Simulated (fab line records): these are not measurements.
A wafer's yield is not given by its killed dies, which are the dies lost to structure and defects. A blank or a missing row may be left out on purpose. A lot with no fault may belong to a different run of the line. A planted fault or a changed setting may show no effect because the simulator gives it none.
fab line records + flow berkeley_cmos170
[record]
- lots = 14
- wafers = 42
- last_day = 12
route steps=331 shown M3@326
lots that met no fault: taken from a fault-free run of the same line
start_h: start of the lot's first displayed wafer, in hours after the record's first day + wait_h: hours since the lot's step before + " unchanged from the row above + L1.1+2: a row that stands for several wafers + - no value, or no start was given + * or withheld: withheld + < > ~ a bound
route shown NAME@n: names a module that has steps shown in the file, with the first one's number in the route + usual: mean and standard deviation over wafers with no fault + same: alike in all rows + chamber/n: place in a boat + sites: each site's reading + _std_site: how widely they spread, as a standard deviation + _edge_site: outer sites' mean less inner sites' + radius_mm: for every site, how far away it sits from the centre of the wafer + mask NAME#n: copy n + behind: the tool/chamber that last shaped the wafer + hold: reason for holding the lot/hours on hold/outcome of the hold + device: whichever transistor did not switch (one of n, p or np) + end of line: the route-end tests of the same wafers + a step with no rows: only its recipe + killed: not the wafer's yield, but the dies lost to structure and defects at the first sort + map: shows each die of a wafer: x if killed, . if not, _ if none is there
set.NAME: the run value of the setting; set.NAME@STEP: its run value at that earlier step + model.NAME: the simulator's own value behind a step, which no gauge read
route steps across a sampled set of lots; one table per step, one row per wafer
services: when a tool's chamber went out of use (start_h, in hours from the record's first day, below 0 if earlier), for how many hours, and the reason
[[steps]]
[step UCB170_M3_ETCH_17]
[recipe]
- chemistry = N2/H2
- target_depth_a = withheld
- overetch_a = withheld
- target = BARC
- time_s = withheld
- source_w = 500
- bias_w = 100
- pressure_mtorr = 30
- n2_flow_sccm = 100
- h2_flow_sccm = 200
[usual]
- drypump_motor_current_A = 5.8/0.49
- oes_product_au = 0.991/0.024
- throttle_valve_pct = 13.29/0.19
| lot.wafer | tool        | chamber | start_h | wait_h | drypump_motor_current_A | oes_product_au | throttle_valve_pct |
|-----------|-------------|---------|---------|--------|-------------------------|----------------|--------------------|
| L885.1    | rie_diel-01 | 3       | 174.52  | 0.0    | 5.9                     | 0.950          | 13.46              |
| L885.3    | "           | 2       | "       | "      | 6.1                     | 0.968          | 13.19              |
| L885.5    | "           | 3       | "       | "      | 5.9                     | 0.954          | 13.46              |
| L888.1    | rie_diel-02 | 1       | 183.93  | 0.0    | 5.6                     | 0.986          | 13.27              |
| L888.4    | "           | 0       | "       | "      | 6.3                     | 1.014          | 12.87              |
| L888.5    | "           | 3       | "       | "      | 5.6                     | 0.988          | 13.20              |
| L887.3    | rie_diel-02 | 0       | 185.45  | 0.0    | 6.3                     | 0.999          | 12.87              |
| L887.4    | "           | 3       | "       | "      | 5.6                     | 0.988          | 13.18              |
| L887.6    | "           | 2       | "       | "      | 5.4                     | 0.970          | 13.44              |
| L886.2    | rie_diel-04 | 1       | 186.99  | 0.0    | 6.4                     | 0.987          | 13.21              |
| L886.4    | "           | 2       | "       | "      | 5.0                     | 1.019          | 13.32              |
| L886.6    | "           | 0       | "       | "      | 5.1                     | 0.988          | 13.18              |
| L889.1    | rie_diel-02 | 3       | 203.36  | 0.0    | 5.6                     | 0.991          | 13.20              |
| L889.4    | "           | 0       | "       | "      | 6.3                     | 1.018          | 12.87              |
| L889.6    | "           | 3       | "       | "      | 5.6                     | 0.987          | 13.18              |
| L895.1    | rie_diel-04 | 2       | 216.98  | 0.0    | 5.0                     | 1.020          | 13.31              |
| L895.4    | "           | 0       | "       | "      | 5.1                     | 1.019          | 13.20              |
| L895.6    | "           | 2       | "       | "      | 5.0                     | 1.033          | 13.31              |
| L894.2    | rie_diel-04 | 3       | 217.26  | 0.0    | 5.4                     | 0.983          | 13.64              |
| L894.4    | "           | 0       | "       | "      | 5.1                     | 1.001          | 13.18              |
| L894.5    | "           | 0       | "       | "      | 5.1                     | 0.994          | 13.18              |
| L893.1    | rie_diel-02 | 1       | 217.46  | 0.0    | 5.6                     | 1.024          | 13.34              |
| L893.3    | "           | 0       | "       | "      | 6.3                     | 1.017          | 12.89              |
| L893.6    | "           | 2       | "       | "      | 5.4                     | 0.973          | 13.44              |
| L892.1    | rie_diel-01 | 0       | 217.58  | 0.0    | 6.5                     | 1.024          | 13.36              |
| L892.3    | "           | 2       | "       | "      | 6.1                     | 0.973          | 13.18              |
| L892.6    | "           | 2       | "       | "      | 6.1                     | 0.976          | 13.19              |
| L896.3    | rie_diel-01 | 0       | 251.46  | 0.0    | 6.6                     | 1.017          | 13.41              |
| L896.4    | "           | 2       | "       | "      | 6.1                     | 0.956          | 13.17              |
| L896.6    | "           | 0       | "       | "      | 6.5                     | 1.011          | 13.41              |
| L903.1    | rie_diel-02 | 2       | 264.93  | 0.0    | 5.5                     | 0.973          | 13.44              |
| L903.2    | "           | 0       | "       | "      | 6.3                     | 1.016          | 12.88              |
| L903.5    | "           | 0       | "       | "      | 6.3                     | 1.019          | 12.89              |
| L904.1    | rie_diel-01 | 0       | 265.53  | 0.0    | 6.6                     | 0.827          | 13.41              |
| L904.2    | "           | 3       | "       | "      | 6.0                     | 0.785          | 13.45              |
| L904.3    | "           | 2       | "       | "      | 6.1                     | 0.784          | 13.19              |
| L906.1    | rie_diel-04 | 3       | 277.35  | 0.0    | 5.4                     | 0.980          | 13.62              |
| L906.2    | "           | 1       | "       | "      | 6.4                     | 0.990          | 13.20              |
| L906.4    | "           | 0       | "       | "      | 5.1                     | 1.002          | 13.20              |
| L907.1    | rie_diel-01 | 0       | 279.20  | 0.0    | 6.6                     | 0.822          | 13.40              |
| L907.3    | "           | 3       | "       | "      | 5.9                     | 0.785          | 13.46              |
| L907.5    | "           | 0       | "       | "      | 6.6                     | 0.827          | 13.40              |
[[services]]
| tool        | chamber | start_h | hours | kind           |
|-------------|---------|---------|-------|----------------|
| rie_diel-02 | 0       | 153.99  | 1.4   | repair         |
| rie_diel-04 | 3       | 174.28  | 3.3   | repair         |
| rie_diel-02 | 1       | 186.83  | -     | clean          |
| rie_diel-02 | 1       | 186.83  | 23.1  | scheduled_down |
| rie_diel-02 | 1       | 186.83  | 23.1  | vent_cycle     |
| rie_diel-01 | 1       | 188.03  | 9.4   | repair         |
| rie_diel-01 | 2       | 191.05  | 14.4  | repair         |
| rie_diel-01 | 1       | 206.89  | 10.9  | repair         |
| rie_diel-01 | 0       | 208.76  | 4.3   | repair         |
| rie_diel-01 | 0       | 217.74  | -     | clean          |
| rie_diel-01 | 0       | 217.74  | 25.3  | scheduled_down |
| rie_diel-01 | 0       | 217.74  | 25.3  | vent_cycle     |
| rie_diel-01 | -       | 225.92  | 2.8   | pm             |
| rie_diel-02 | 2       | 235.43  | 7.6   | repair         |
| rie_diel-01 | 1       | 243.08  | -     | clean          |
| rie_diel-01 | 1       | 243.08  | 33.9  | scheduled_down |
| rie_diel-01 | 1       | 243.08  | 33.9  | vent_cycle     |
| rie_diel-04 | 0       | 247.03  | 5.3   | repair         |
| rie_diel-02 | 3       | 260.67  | -     | clean          |
| rie_diel-02 | 1       | 264.73  | 2.0   | repair         |
[[key]]
[first_sign]
- step = UCB170_M3_ETCH_17
- reading = oes_product_au
- direction = down
- sigmas = 7.8
- usual = 0.991
- struck = 0.805
effect none on later readings
met_at UCB170_M3_ETCH_17
struck_lots L904,L907
sort_left_out L907.1,L907.3,L907.5
onset_between 251.46 265.53
[fault]
- kind = process_parameter_drift
- tool = rie_diel-01
- chamber = -
- onset_h = 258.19
- steps = UCB170_M3_ETCH_17
- channel = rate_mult
- offset = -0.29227
- shape = step
- end_h = 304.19
// sort_left_out: the simulated sort isn't trusted on such a fault, so these wafers' sort isn't shown, and their yield isn't known
